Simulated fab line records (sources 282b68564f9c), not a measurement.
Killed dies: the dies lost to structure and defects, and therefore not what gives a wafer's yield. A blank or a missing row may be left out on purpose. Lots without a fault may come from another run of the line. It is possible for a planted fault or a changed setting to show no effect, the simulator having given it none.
fab line records || flow rit_cmos
record: {"lots": 14, "wafers": 42, "last_day": 7}
route steps=202 shown NLDD@104
lots that met no fault: from a run of the same line without faults
start_h: start of the lot's first displayed wafer, in hours after the record's first day || wait_h: hours since the lot's step before || " unchanged from the row above || L1.1+2: a row that stands for several wafers || - value missing, or start not given || * or withheld: withheld || < > ~ a bound
route shown NAME@n: NAME is a module with steps in the file, n the number in the route of the first one || usual: mean/standard deviation of fault-free wafers || same: alike in all rows || chamber/n: place in a boat || sites: per-site readings || _std_site: standard deviation of those values || _edge_site: outer sites' mean less inner sites' || radius_mm: how far each site lies from the wafer's centre || mask NAME#n: copy n || behind: the tool/chamber that last shaped the wafer || hold: reason for holding the lot/hours on hold/outcome of the hold || device: the n, p or np transistor that did not switch || end of line: tests run on the same wafers once the route is complete || a step without rows: its recipe alone || killed: at the first sort, the dies lost to defects and structure; wafer yield is something else || map: the dies of a wafer, with x for killed, . for not killed, _ for no die there
set.NAME: setting as actually run; set.NAME@STEP: the setting as run at that earlier step || model.NAME: the simulator's own value behind a step, which no gauge read
the route's steps for a sample of lots (tables are steps, rows are wafers)
== steps ==
step: RIT_NLDD_COAT_01
recipe: {"resist": "NOVOLAK", "spin_rpm": 3250, "resist_thk_nm": 1000}
usual: {"exhaust_pa": "45.0/0.89", "spin_speed_rpm": "3249.5/2.1"}
{"lot.wafer": "L736.1", "tool": "litho_track-03", "chamber": 0, "start_h": 43.61, "wait_h": 0.1, "exhaust_pa": 44.3, "spin_speed_rpm": 3252.6}
{"lot.wafer": "L736.3", "tool": "litho_track-03", "chamber": 0, "start_h": 43.61, "wait_h": 0.1, "exhaust_pa": 45.2, "spin_speed_rpm": 3254.1}
{"lot.wafer": "L736.5", "tool": "litho_track-03", "chamber": 0, "start_h": 43.61, "wait_h": 0.1, "exhaust_pa": 45.2, "spin_speed_rpm": 3251.6}
{"lot.wafer": "L737.3", "tool": "litho_track-03", "chamber": 0, "start_h": 46.21, "wait_h": 0.1, "exhaust_pa": 45.9, "spin_speed_rpm": 3253.6}
{"lot.wafer": "L737.4", "tool": "litho_track-03", "chamber": 0, "start_h": 46.21, "wait_h": 0.1, "exhaust_pa": 45.6, "spin_speed_rpm": 3251.1}
{"lot.wafer": "L737.5", "tool": "litho_track-03", "chamber": 0, "start_h": 46.21, "wait_h": 0.1, "exhaust_pa": 46.4, "spin_speed_rpm": 3248.6}
{"lot.wafer": "L738.2", "tool": "litho_track-03", "chamber": 0, "start_h": 53.35, "wait_h": 0.1, "exhaust_pa": 44.4, "spin_speed_rpm": 3249.2}
{"lot.wafer": "L738.4", "tool": "litho_track-03", "chamber": 0, "start_h": 53.35, "wait_h": 0.1, "exhaust_pa": 44.3, "spin_speed_rpm": 3248.3}
{"lot.wafer": "L738.6", "tool": "litho_track-03", "chamber": 0, "start_h": 53.35, "wait_h": 0.1, "exhaust_pa": 45.2, "spin_speed_rpm": 3251.6}
{"lot.wafer": "L739.3", "tool": "litho_track-02", "chamber": 0, "start_h": 60.57, "wait_h": 0.1, "exhaust_pa": 45.7, "spin_speed_rpm": 3250.2}
{"lot.wafer": "L739.4", "tool": "litho_track-02", "chamber": 0, "start_h": 60.57, "wait_h": 0.1, "exhaust_pa": 44.6, "spin_speed_rpm": 3250.2}
{"lot.wafer": "L739.6", "tool": "litho_track-02", "chamber": 0, "start_h": 60.57, "wait_h": 0.1, "exhaust_pa": 44.7, "spin_speed_rpm": 3253.0}
{"lot.wafer": "L740.1", "tool": "litho_track-04", "chamber": 0, "start_h": 63.07, "wait_h": 0.1, "exhaust_pa": 44.5, "spin_speed_rpm": 3247.5}
{"lot.wafer": "L740.2", "tool": "litho_track-04", "chamber": 0, "start_h": 63.07, "wait_h": 0.1, "exhaust_pa": 45.9, "spin_speed_rpm": 3247.5}
{"lot.wafer": "L740.6", "tool": "litho_track-04", "chamber": 0, "start_h": 63.07, "wait_h": 0.1, "exhaust_pa": 45.0, "spin_speed_rpm": 3248.8}
{"lot.wafer": "L743.2", "tool": "litho_track-03", "chamber": 0, "start_h": 78.02, "wait_h": 0.1, "exhaust_pa": 45.5, "spin_speed_rpm": 3251.6}
{"lot.wafer": "L743.4", "tool": "litho_track-03", "chamber": 0, "start_h": 78.02, "wait_h": 0.1, "exhaust_pa": 45.9, "spin_speed_rpm": 3253.2}
{"lot.wafer": "L743.6", "tool": "litho_track-03", "chamber": 0, "start_h": 78.02, "wait_h": 0.1, "exhaust_pa": 44.0, "spin_speed_rpm": 3251.4}
{"lot.wafer": "L744.3", "tool": "litho_track-02", "chamber": 0, "start_h": 85.68, "wait_h": 0.1, "exhaust_pa": 45.8, "spin_speed_rpm": 3250.1}
{"lot.wafer": "L744.4", "tool": "litho_track-02", "chamber": 0, "start_h": 85.68, "wait_h": 0.1, "exhaust_pa": 44.5, "spin_speed_rpm": 3247.9}
{"lot.wafer": "L744.5", "tool": "litho_track-02", "chamber": 0, "start_h": 85.68, "wait_h": 0.1, "exhaust_pa": 47.1, "spin_speed_rpm": 3248.8}
{"lot.wafer": "L745.1", "tool": "litho_track-03", "chamber": 0, "start_h": 91.68, "wait_h": 0.1, "exhaust_pa": 44.9, "spin_speed_rpm": 3247.4}
{"lot.wafer": "L745.4", "tool": "litho_track-03", "chamber": 0, "start_h": 91.68, "wait_h": 0.1, "exhaust_pa": 45.6, "spin_speed_rpm": 3248.9}
{"lot.wafer": "L745.6", "tool": "litho_track-03", "chamber": 0, "start_h": 91.68, "wait_h": 0.1, "exhaust_pa": 45.2, "spin_speed_rpm": 3250.0}
{"lot.wafer": "L748.1", "tool": "litho_track-03", "chamber": 0, "start_h": 106.16, "wait_h": 0.1, "exhaust_pa": 45.8, "spin_speed_rpm": 3251.2}
{"lot.wafer": "L748.2", "tool": "litho_track-03", "chamber": 0, "start_h": 106.16, "wait_h": 0.1, "exhaust_pa": 44.7, "spin_speed_rpm": 3252.4}
{"lot.wafer": "L748.3", "tool": "litho_track-03", "chamber": 0, "start_h": 106.16, "wait_h": 0.1, "exhaust_pa": 45.4, "spin_speed_rpm": 3247.6}
{"lot.wafer": "L749.2", "tool": "litho_track-02", "chamber": 0, "start_h": 107.86, "wait_h": 0.1, "exhaust_pa": 42.6, "spin_speed_rpm": 3244.7}
{"lot.wafer": "L749.5", "tool": "litho_track-02", "chamber": 0, "start_h": 107.86, "wait_h": 0.1, "exhaust_pa": 43.6, "spin_speed_rpm": 3247.3}
{"lot.wafer": "L749.6", "tool": "litho_track-02", "chamber": 0, "start_h": 107.86, "wait_h": 0.1, "exhaust_pa": 44.2, "spin_speed_rpm": 3248.0}
{"lot.wafer": "L750.1", "tool": "litho_track-02", "chamber": 0, "start_h": 116.07, "wait_h": 0.1, "exhaust_pa": 43.3, "spin_speed_rpm": 3252.9}
{"lot.wafer": "L750.3", "tool": "litho_track-02", "chamber": 0, "start_h": 116.07, "wait_h": 0.1, "exhaust_pa": 44.2, "spin_speed_rpm": 3249.3}
{"lot.wafer": "L750.6", "tool": "litho_track-02", "chamber": 0, "start_h": 116.07, "wait_h": 0.1, "exhaust_pa": 43.9, "spin_speed_rpm": 3249.7}
{"lot.wafer": "L751.3", "tool": "litho_track-03", "chamber": 0, "start_h": 123.89, "wait_h": 0.1, "exhaust_pa": 46.2, "spin_speed_rpm": 3250.2}
{"lot.wafer": "L751.4", "tool": "litho_track-03", "chamber": 0, "start_h": 123.89, "wait_h": 0.1, "exhaust_pa": 45.2, "spin_speed_rpm": 3249.8}
{"lot.wafer": "L751.6", "tool": "litho_track-03", "chamber": 0, "start_h": 123.89, "wait_h": 0.1, "exhaust_pa": 46.2, "spin_speed_rpm": 3249.3}
{"lot.wafer": "L756.4", "tool": "litho_track-03", "chamber": 0, "start_h": 145.33, "wait_h": 0.1, "exhaust_pa": 44.1, "spin_speed_rpm": 2160.8}
{"lot.wafer": "L756.5", "tool": "litho_track-03", "chamber": 0, "start_h": 145.33, "wait_h": 0.1, "exhaust_pa": 45.4, "spin_speed_rpm": 2164.8}
{"lot.wafer": "L756.6", "tool": "litho_track-03", "chamber": 0, "start_h": 145.33, "wait_h": 0.1, "exhaust_pa": 46.0, "spin_speed_rpm": 2159.0}
{"lot.wafer": "L758.3", "tool": "litho_track-03", "chamber": 0, "start_h": 156.69, "wait_h": 0.1, "exhaust_pa": 46.5, "spin_speed_rpm": 2154.6}
{"lot.wafer": "L758.5", "tool": "litho_track-03", "chamber": 0, "start_h": 156.69, "wait_h": 0.1, "exhaust_pa": 46.2, "spin_speed_rpm": 2162.4}
{"lot.wafer": "L758.6", "tool": "litho_track-03", "chamber": 0, "start_h": 156.69, "wait_h": 0.1, "exhaust_pa": 45.5, "spin_speed_rpm": 2158.8}
== key ==
first_sign: {"step": "RIT_NLDD_COAT_01", "reading": "spin_speed_rpm", "direction": "down", "sigmas": "99+", "usual": 3249.5, "struck": 2160.1}
effect none on later readings
met_at RIT_NLDD_COAT_01
struck_lots L756,L758
tester_left_out L756,L758
onset_between 123.89 145.33
fault: {"kind": "process_parameter_drift", "tool": "litho_track-03", "chamber": "-", "onset_h": 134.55, "steps": "RIT_NLDD_COAT_01", "channel": "spin_rpm", "offset": -1089.7, "shape": "step", "end_h": 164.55, "acts_in": "these_recipes_only", "stated": 3250}
tester_left_out: of these lots the tester's yield and bins aren't shown, on N5 and GAA mostly nor the transistor test; their killed dies are dies lost to structure and defects alone, not to doping, threshold or leakage, so they don't give the yield
